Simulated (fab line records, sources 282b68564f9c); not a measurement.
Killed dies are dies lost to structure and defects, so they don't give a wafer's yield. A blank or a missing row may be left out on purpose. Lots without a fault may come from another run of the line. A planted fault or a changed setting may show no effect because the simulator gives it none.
fab line records | flow rit_cmos
record lots=14 wafers=42 last_day=7
route steps=202 shown ACTIVE@3 PWELL@45 CONTACT@177 M1@202
lots that met no fault: from a run of the same line without faults
start_h: hours from the record's first day to the start of the lot's first wafer shown | wait_h: hours since the lot's step before | " the same as in the row above | L1.1+2: a row that stands for several wafers | - no value, or no start given | * or withheld: withheld | < > ~ a bound
route shown NAME@n: a module of which the file shows steps, and the number in the route of the first | usual: mean/standard deviation of fault-free wafers | same: alike in all rows | chamber/n: place in a boat | sites: the reading at each site | _std_site: their standard deviation | _edge_site: outer sites' mean less inner sites' | radius_mm: how far each site lies from the wafer's centre | mask NAME#n: copy n | behind: the tool/chamber that last shaped the wafer | hold: why the lot was held/for how many hours/how that ended | device: the transistor (n, p or np) that didn't switch | end of line: the same wafers' tests at the end of the route | a step without rows: its recipe alone | killed: dies lost to structure and defects at the first sort, not the wafer's yield | map: a wafer's dies, x killed, . not, _ none there
set.NAME: the setting as run; set.NAME@STEP: as run at that earlier step | model.NAME: the simulator's own value behind a step, which no gauge read
steps of the route over a sample of lots; a table a step, a row a wafer
## steps
# step RIT_ACTIVE_THK_MEAS_02
# recipe reads=SiO2_of_ACTIVE_OXIDATION_01
# usual ACTIVE_OXIDE_THK=43.7/0.93
# columns lot.wafer tool chamber start_h wait_h ACTIVE_OXIDE_THK[nm]
L366.2 film_metro-04 - 13.28 0.0 44.8
L366.4 " - " " 45.1
L366.5 " - " " 44.0
L367.2 film_metro-04 - 17.06 0.0 43.6
L367.5 " - " " 43.5
L367.6 " - " " 43.9
L369.2 film_metro-02 - 27.06 0.0 41.8
L369.5 " - " " 42.0
L369.6 " - " " 42.4
L371.2 film_metro-02 - 37.49 0.0 44.1
L371.5 " - " " 43.7
L371.6 " - " " 43.1
L372.2 film_metro-01 - 43.15 0.0 43.6
L372.5 " - " " 42.8
L372.6 " - " " 43.5
L375.2 film_metro-02 - 58.63 0.0 44.0
L375.5 " - " " 44.5
L375.6 " - " " 43.7
L377.1 film_metro-04 - 67.05 0.0 45.0
L377.4 " - " " 45.1
L377.6 " - " " 45.1
L378.3 film_metro-02 - 72.28 0.0 43.3
L378.4 " - " " 42.8
L378.6 " - " " 43.2
L379.2 film_metro-02 - 79.28 0.0 42.8
L379.4 " - " " 43.1
L379.5 " - " " 42.6
L380.3 film_metro-04 - 82.07 0.0 44.7
L380.4 " - " " 42.5
L380.5 " - " " 43.6
L381.3 film_metro-01 - 89.46 0.0 43.7
L381.4 " - " " 42.4
L381.6 " - " " 43.3
L387.3 film_metro-02 - 118.04 0.0 44.5
L387.4 " - " " 44.9
L387.5 " - " " 44.9
L388.2 film_metro-02 - 122.96 0.0 43.5
L388.3 " - " " 44.3
L388.5 " - " " 44.5
L389.3 film_metro-04 - 127.07 0.0 46.1
L389.5 " - " " 46.1
L389.6 " - " " 46.1
# step RIT_ACTIVE_COAT_06
# recipe resist=NOVOLAK spin_rpm=3250 resist_thk_nm=1000
# columns lot.wafer tool chamber start_h wait_h
L366.2+4+5 litho_track-02 0 14.98 0.1
L367.2+5+6 litho_track-02 0 19.47 0.1
L369.2+5+6 litho_track-03 0 28.77 0.1
L371.2+5+6 litho_track-03 0 39.19 0.1
L372.2+5+6 litho_track-01 0 45.71 0.1
L375.2+5+6 litho_track-03 0 60.33 0.1
L377.1+4+6 litho_track-02 0 68.74 0.1
L378.3+4+6 litho_track-01 0 74.00 0.1
L379.2+4+5 litho_track-01 0 81.69 0.1
L380.3+4+5 litho_track-03 0 83.79 0.1
L381.3+4+6 litho_track-03 0 91.17 0.1
L387.3+4+5 litho_track-01 0 120.47 0.1
L388.2+3+5 litho_track-01 0 124.70 0.1
L389.3+5+6 litho_track-02 0 128.79 0.1
# step RIT_ACTIVE_CD_MEAS_11
# recipe target_cd_nm=1400
# usual cd_nm=1400.2/2.5
# columns lot.wafer tool chamber start_h wait_h cd_nm
L366.2 cd_sem-01 - 15.80 - 1403.4
L366.4 " - " " 1404.3
L366.5 " - " " 1403.5
L367.2 cd_sem-01 - 20.17 - 1402.1
L367.5 " - " " 1402.1
L367.6 " - " " 1401.5
L369.2 cd_sem-01 - 29.58 - 1398.2
L369.5 " - " " 1397.7
L369.6 " - " " 1398.4
L371.2 cd_sem-01 - 39.89 - 1401.5
L371.5 " - " " 1401.7
L371.6 " - " " 1401.2
L372.2 cd_sem-01 - 46.45 - 1403.2
L372.5 " - " " 1403.4
L372.6 " - " " 1401.8
L375.2 cd_sem-02 - 61.02 - 1405.1
L375.5 " - " " 1403.8
L375.6 " - " " 1402.7
L377.1 cd_sem-01 - 69.56 - 1402.2
L377.4 " - " " 1399.4
L377.6 " - " " 1400.6
L378.3 cd_sem-01 - 74.81 - 1398.4
L378.4 " - " " 1399.5
L378.6 " - " " 1400.7
L379.2 cd_sem-01 - 82.51 - 1398.4
L379.4 " - " " 1396.9
L379.5 " - " " 1395.6
L380.3 cd_sem-01 - 84.60 - 1328.5
L380.4 " - " " 1330.6
L380.5 " - " " 1328.1
L381.3 cd_sem-01 - 92.12 - 1331.5
L381.4 " - " " 1329.4
L381.6 " - " " 1332.7
L387.3 cd_sem-01 - 121.28 - 1402.1
L387.4 " - " " 1402.1
L387.5 " - " " 1400.3
L388.2 cd_sem-02 - 125.52 - 1398.0
L388.3 " - " " 1397.1
L388.5 " - " " 1394.9
L389.3 cd_sem-01 - 129.55 - 1402.7
L389.5 " - " " 1402.4
L389.6 " - " " 1401.3
# step RIT_PWELL_OVL_MEAS_06
# usual PWELL_OVL=-0.7/1.6
# columns lot.wafer tool chamber start_h wait_h PWELL_OVL[nm]
L366.2 overlay-02 - 23.42 - -2.4
L366.4 " - " " -2.1
L366.5 " - " " -2.5
L367.2 overlay-01 - 28.26 - -1.4
L367.5 " - " " -3.9
L367.6 " - " " -1.2
L369.2 overlay-02 - 38.30 - -2.9
L369.5 " - " " -2.2
L369.6 " - " " -3.1
L371.2 overlay-01 - 48.19 - 0.3
L371.5 " - " " -0.7
L371.6 " - " " -0.9
L372.2 overlay-02 - 54.25 - -2.1
L372.5 " - " " -0.9
L372.6 " - " " -2.8
L375.2 overlay-02 - 68.55 - -1.0
L375.5 " - " " -0.6
L375.6 " - " " -0.2
L377.1 overlay-01 - 79.62 - 0.0
L377.4 " - " " 0.0
L377.6 " - " " -0.1
L378.3 overlay-02 - 84.09 - 0.2
L378.4 " - " " -1.2
L378.6 " - " " 1.2
L379.2 overlay-01 - 92.64 - 0.5
L379.4 " - " " -0.5
L379.5 " - " " -1.3
L380.3 overlay-01 - 95.64 - -1.0
L380.4 " - " " -1.8
L380.5 " - " " -1.1
L381.3 overlay-02 - 99.50 - -3.2
L381.4 " - " " -2.8
L381.6 " - " " -2.7
L387.3 overlay-02 - 129.30 - -2.3
L387.4 " - " " -4.2
L387.5 " - " " -4.3
L388.2 overlay-02 - 133.02 - -0.3
L388.3 " - " " -0.8
L388.5 " - " " -0.6
L389.3 overlay-01 - 140.57 - 1.5
L389.5 " - " " 2.1
L389.6 " - " " 0.3
# step RIT_CONTACT_OVL_MEAS_09
# usual CONTACT_OVL=-0.6/1.6
# columns lot.wafer tool chamber start_h wait_h CONTACT_OVL[nm]
L366.2 overlay-01 - 52.33 0.1 1.1
L366.4 " - " " 0.1
L366.5 " - " " 1.2
L367.2 overlay-02 - 60.83 0.1 -1.5
L367.5 " - " " -1.3
L367.6 " - " " -2.1
L369.2 overlay-01 - 73.85 0.1 0.1
L369.5 " - " " -1.7
L369.6 " - " " -0.2
L371.2 overlay-01 - 80.98 0.1 3.2
L371.5 " - " " 3.5
L371.6 " - " " 1.9
L372.2 overlay-02 - 90.38 0.1 -0.6
L372.5 " - " " 0.2
L372.6 " - " " -0.2
L375.2 overlay-01 - 99.43 0.1 0.2
L375.5 " - " " -1.2
L375.6 " - " " 0.3
L377.1 overlay-02 - 111.98 0.1 -2.9
L377.4 " - " " -0.9
L377.6 " - " " -2.1
L378.3 overlay-02 - 117.71 0.1 -0.3
L378.4 " - " " 1.7
L378.6 " - " " -0.9
L379.2 overlay-02 - 121.77 0.1 -2.9
L379.4 " - " " -3.1
L379.5 " - " " -1.9
L380.3 overlay-01 - 127.89 0.1 -0.6
L380.4 " - " " -0.8
L380.5 " - " " -1.3
L381.3 overlay-01 - 133.17 0.1 0.0
L381.4 " - " " -0.8
L381.6 " - " " 1.9
L387.3 overlay-01 - 158.65 0.1 -0.1
L387.4 " - " " -0.8
L387.5 " - " " -0.5
L388.2 overlay-01 - 164.17 0.1 -1.8
L388.3 " - " " -2.0
L388.5 " - " " -2.7
L389.3 overlay-01 - 171.10 0.1 1.7
L389.5 " - " " 0.2
L389.6 " - " " 1.3
# step RIT_M1_PROBE_99
# usual killed_at_M0_to_M3=0.0/0.2 killed_at_contacts=0.1/0.25 killed_at_front_end=6/3.1 killed_dies=6/3.1 killed_open=2.9/2 killed_short=3.3/2
# same gross_dies=264 killed_at_M4_up=0 killed_at_back_side=0 killed_at_other=0
# columns lot.wafer tool chamber start_h wait_h killed_at_M0_to_M3 killed_at_contacts killed_at_front_end killed_dies killed_open killed_short
L380.5 prober-02 - 133.12 0.2 0 0 11 11 6 4
# killed by level:class
L380.5 GATE:geometric_particle:short=2 GATE:geometric_particle:open=2 REOX:geometric_particle:open=2 FOX1:geometric_particle:short=1 REOX:geometric_particle:short=1 SPACER:geometric_particle:open=1 SILICIDE:geometric_particle:open=1 ACTIVE:area_expose=1
## key
first_sign step=RIT_ACTIVE_CD_MEAS_11 reading=cd_nm direction=down sigmas=28 usual=1400.2 struck=1330.1
effect none on later readings
met_at RIT_ACTIVE_COAT_06
struck_lots L380,L381
tester_left_out L380,L381
not_acting_at RIT_ACTIVE_THK_MEAS_02,RIT_PWELL_OVL_MEAS_06,RIT_CONTACT_OVL_MEAS_09
onset_between 60.33 83.79
fault kind=process_parameter_drift tool=litho_track-03 chamber=- onset_h=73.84 steps=RIT_ACTIVE_COAT_06 channel=resist_thk_nm offset=-520 shape=step end_h=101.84 acts_in=these_recipes_only stated=1000
# tester_left_out: of these lots the tester's yield and bins aren't shown, on N5 and GAA mostly nor the transistor test; their killed dies are dies lost to structure and defects alone, not to doping, threshold or leakage, so they don't give the yield
